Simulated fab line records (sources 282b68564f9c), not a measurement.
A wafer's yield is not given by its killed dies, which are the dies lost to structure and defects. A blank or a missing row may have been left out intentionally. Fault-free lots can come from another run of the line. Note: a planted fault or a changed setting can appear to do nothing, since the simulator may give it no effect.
Tool commonality check | flow rit_cmos | 14 lots, 42 wafers sampled

## THE REASON FOR OPENING IT
RIT_PSD_OVL_MEAS_06, reading PSD_OVL: flagged on 2 of 14 lots. Fault-free wafers read 0.1 nm, with a standard deviation of 1.2.
Rule: a lot gets a flag if all its wafers with a number sit over 4 standard deviations from that mean, or if no wafer of it has a number. All remaining lots are regarded as sound.

lot  | measured    | on         | PSD_OVL (nm), wafer by wafer | flag
L714 | day 3 05:22 | overlay-02 | 0.5 1.7 -2.2                 |
L715 | day 3 07:46 | overlay-02 | -1.2 -0.9 0.0                |
L716 | day 3 13:46 | overlay-01 | 2.4 1.0 -0.8                 |
L718 | day 3 23:06 | overlay-02 | -1.8 -0.8 -0.5               |
L719 | day 4 05:43 | overlay-02 | -0.5 2.0 1.9                 |
L720 | day 4 09:41 | overlay-02 | 1.2 2.6 1.8                  |
L721 | day 4 16:54 | overlay-01 | 0.3 1.4 1.2                  |
L722 | day 4 20:30 | overlay-02 | -0.1 -0.3 -1.5               |
L723 | day 5 02:27 | overlay-01 | -0.8 -0.8 -0.9               |
L724 | day 5 10:31 | overlay-01 | -0.5 -1.0 -1.3               |
L728 | day 6 06:04 | overlay-01 | -1.0 0.0 -1.2                |
L731 | day 6 19:38 | overlay-02 | -0.6 -0.6 0.4                |
L733 | day 7 01:46 | overlay-01 | 131.2 129.9 129.3            | FLAGGED
L734 | day 7 09:44 | overlay-02 | 130.1 130.4 131.3            | FLAGGED
On average the flagged lots read 130.4 nm, which is +130.3 nm against the usual, or +99 or more standard deviations.

## WHICH TOOL EACH LOT WENT THROUGH
The record holds 1 process step before the reading, out of a route of 202 steps. In each cell: the tool, then ch and the chambers that the sampled wafers went through, then the start.
lot  | flag    | RIT_PSD_EXPOSE_03
L714 |         | iline_stepper-01 ch 0, day 3 04:58
L715 |         | iline_stepper-01 ch 0, day 3 07:22
L716 |         | iline_stepper-01 ch 0, day 3 13:22
L718 |         | iline_stepper-02 ch 0, day 3 22:42
L719 |         | iline_stepper-01 ch 0, day 4 05:19
L720 |         | iline_stepper-02 ch 0, day 4 09:17
L721 |         | iline_stepper-02 ch 0, day 4 16:30
L722 |         | iline_stepper-02 ch 0, day 4 20:07
L723 |         | iline_stepper-01 ch 0, day 5 01:59
L724 |         | iline_stepper-01 ch 0, day 5 10:08
L728 |         | iline_stepper-02 ch 0, day 6 05:40
L731 |         | iline_stepper-02 ch 0, day 6 19:16
L733 | FLAGGED | iline_stepper-01 ch 0, day 7 01:23
L734 | FLAGGED | iline_stepper-01 ch 0, day 7 09:20
What is done by these steps:
- RIT_PSD_EXPOSE_03: exposes mask M10, target cd 40900 nm.
- RIT_PSD_OVL_MEAS_06

## FLAGGED AGAINST TOTAL, ONE TOOL AT A TIME (gauges that did the reading follow at the end)
step                | tool             | lots run | flagged | share of the flagged lots | sound lots run after its first flagged lot
RIT_PSD_EXPOSE_03   | iline_stepper-01 | 8        | 2       | all                       | 0
RIT_PSD_EXPOSE_03   | iline_stepper-02 | 6        | 0       | none                      | -
RIT_PSD_OVL_MEAS_06 | overlay-01       | 6        | 1       | some                      | 0
RIT_PSD_OVL_MEAS_06 | overlay-02       | 8        | 1       | some                      | 0

## WHAT THE TABLE PERMITS
In the table, 1 row covers all flagged lots: iline_stepper-01 at RIT_PSD_EXPOSE_03.
- iline_stepper-01 at RIT_PSD_EXPOSE_03 ran 8 lots, 2 of them flagged. Last sound lot L724 at day 5 10:08, first flagged lot L733 at day 7 01:23; a fault beginning in between fits.
One tool is left: iline_stepper-01 at RIT_PSD_EXPOSE_03.

## WHAT THE SIMULATOR PUT IN
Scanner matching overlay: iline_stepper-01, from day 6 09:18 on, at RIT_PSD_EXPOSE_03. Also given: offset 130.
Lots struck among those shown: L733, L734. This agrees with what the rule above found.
